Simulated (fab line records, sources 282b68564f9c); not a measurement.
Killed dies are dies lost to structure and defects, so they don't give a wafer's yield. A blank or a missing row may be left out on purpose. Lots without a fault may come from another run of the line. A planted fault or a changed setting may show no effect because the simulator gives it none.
Tool commonality check | flow rit_cmos | 14 lots, 42 wafers sampled

WHY IT WAS OPENED
At RIT_REOX_THK_MEAS_04 the reading REOX_OXIDE_THK is flagged on 2 of 14 lots. Wafers without a fault read 25.1 nm, standard deviation 0.54.
Rule: a lot is flagged when every wafer of it that has a number lies more than 4 standard deviations from that mean, or none has a number. The other lots count as sound.

lot  | measured    | on            | REOX_OXIDE_THK (nm), wafer by wafer | flag
L531 | day 2 17:16 | film_metro-01 | 25.9 25.9 26.0                      |
L532 | day 2 22:52 | film_metro-04 | 25.3 25.2 25.5                      |
L533 | day 3 05:13 | film_metro-04 | 25.1 25.3 24.7                      |
L534 | day 3 07:55 | film_metro-01 | 24.3 24.6 24.4                      |
L535 | day 3 13:39 | film_metro-01 | 25.6 25.3 25.6                      |
L536 | day 3 17:56 | film_metro-01 | 25.9 25.4 26.0                      |
L537 | day 3 22:14 | film_metro-01 | 25.1 25.0 25.1                      |
L538 | day 4 04:44 | film_metro-03 | 25.2 25.3 25.3                      |
L539 | day 4 09:04 | film_metro-01 | 25.3 25.5 25.3                      |
L540 | day 4 14:35 | film_metro-03 | 24.0 24.5 24.3                      |
L541 | day 4 18:38 | film_metro-01 | 24.8 24.3 24.2                      |
L547 | day 6 00:10 | film_metro-03 | 24.8 24.8 24.6                      |
L552 | day 7 02:00 | film_metro-03 | 17.0 16.2 16.7                      | FLAGGED
L553 | day 7 06:11 | film_metro-01 | 16.2 16.5 16.5                      | FLAGGED
The numbers of the flagged lots are 16.5 nm on average: -8.6 nm against the usual, or -16 standard deviations.

WHICH TOOL RAN EACH LOT
The record holds 2 process steps before the reading, out of a route of 202 steps. In each cell: the tool, then ch and the chambers that the sampled wafers went through, then the start.
lot  | flag    | RIT_NWELL_STRIP_09                  | RIT_REOX_OXIDATION_03
L531 |         | plasma_asher-02 ch 0,1, day 1 22:38 | furnace-02 ch 0, day 2 14:43
L532 |         | plasma_asher-04 ch 0,1, day 2 02:03 | furnace-01 ch 0, day 2 20:17
L533 |         | plasma_asher-04 ch 0,1, day 2 07:51 | furnace-03 ch 0, day 3 02:39
L534 |         | plasma_asher-02 ch 0,1, day 2 13:10 | furnace-03 ch 0, day 3 05:21
L535 |         | plasma_asher-02 ch 0,1, day 2 18:16 | furnace-02 ch 0, day 3 11:06
L536 |         | plasma_asher-02 ch 0,1, day 2 22:34 | furnace-02 ch 0, day 3 15:23
L537 |         | plasma_asher-02 ch 0,1, day 3 02:58 | furnace-03 ch 0, day 3 19:40
L538 |         | plasma_asher-02 ch 0,1, day 3 08:31 | furnace-01 ch 0, day 4 02:09
L539 |         | plasma_asher-04 ch 0,1, day 3 12:56 | furnace-02 ch 0, day 4 06:30
L540 |         | plasma_asher-01 ch 0,1, day 3 18:50 | furnace-03 ch 0, day 4 12:02
L541 |         | plasma_asher-01 ch 0,1, day 3 22:49 | furnace-03 ch 0, day 4 16:05
L547 |         | plasma_asher-04 ch 0,1, day 5 04:45 | furnace-01 ch 0, day 5 21:35
L552 | FLAGGED | plasma_asher-02 ch 0,1, day 6 05:47 | furnace-03 ch 0, day 6 23:27
L553 | FLAGGED | plasma_asher-04 ch 0,1, day 6 11:20 | furnace-03 ch 0, day 7 03:38
What these steps do:
- RIT_NWELL_STRIP_09: strips in O2, time 180 s.
- RIT_REOX_OXIDATION_03: target thk 25.2 nm, ox time 5580 s.
- RIT_REOX_THK_MEAS_04

FLAGGED OVER TOTAL, TOOL BY TOOL (the gauges that took the reading come last)
step                  | tool            | lots run | flagged | share of the flagged lots | sound lots run after its first flagged lot
RIT_NWELL_STRIP_09    | plasma_asher-01 | 2        | 0       | none                      | -
RIT_NWELL_STRIP_09    | plasma_asher-02 | 7        | 1       | some                      | 0
RIT_NWELL_STRIP_09    | plasma_asher-04 | 5        | 1       | some                      | 0
RIT_REOX_OXIDATION_03 | furnace-01      | 3        | 0       | none                      | -
RIT_REOX_OXIDATION_03 | furnace-02      | 4        | 0       | none                      | -
RIT_REOX_OXIDATION_03 | furnace-03      | 7        | 2       | all                       | 0
RIT_REOX_THK_MEAS_04  | film_metro-01   | 8        | 1       | some                      | 0
RIT_REOX_THK_MEAS_04  | film_metro-03   | 4        | 1       | some                      | 0
RIT_REOX_THK_MEAS_04  | film_metro-04   | 2        | 0       | none                      | -

WHAT THE TABLE ALLOWS
1 row of the table ran every flagged lot: furnace-03 at RIT_REOX_OXIDATION_03.
- furnace-03 at RIT_REOX_OXIDATION_03: 2 of its 7 lots flagged. Its last sound lot is L541 (day 4 16:05), its first flagged lot L552 (day 6 23:27): a fault that began between those two fits. Its own readings lie more than 4 standard deviations out on every wafer of the flagged lots: spike_tc_centre_C, spike_tc_load_C, spike_tc_source_C, tube_center_temp_C, tube_center_temp_C_max.
One tool is left: furnace-03 at RIT_REOX_OXIDATION_03.

WHAT THE SIMULATOR HAD PUT IN
Process parameter drift: furnace-03, from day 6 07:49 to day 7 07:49, at RIT_REOX_OXIDATION_03. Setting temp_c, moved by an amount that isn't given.
Lots struck among those shown: L552, L553. The rule above found the same.
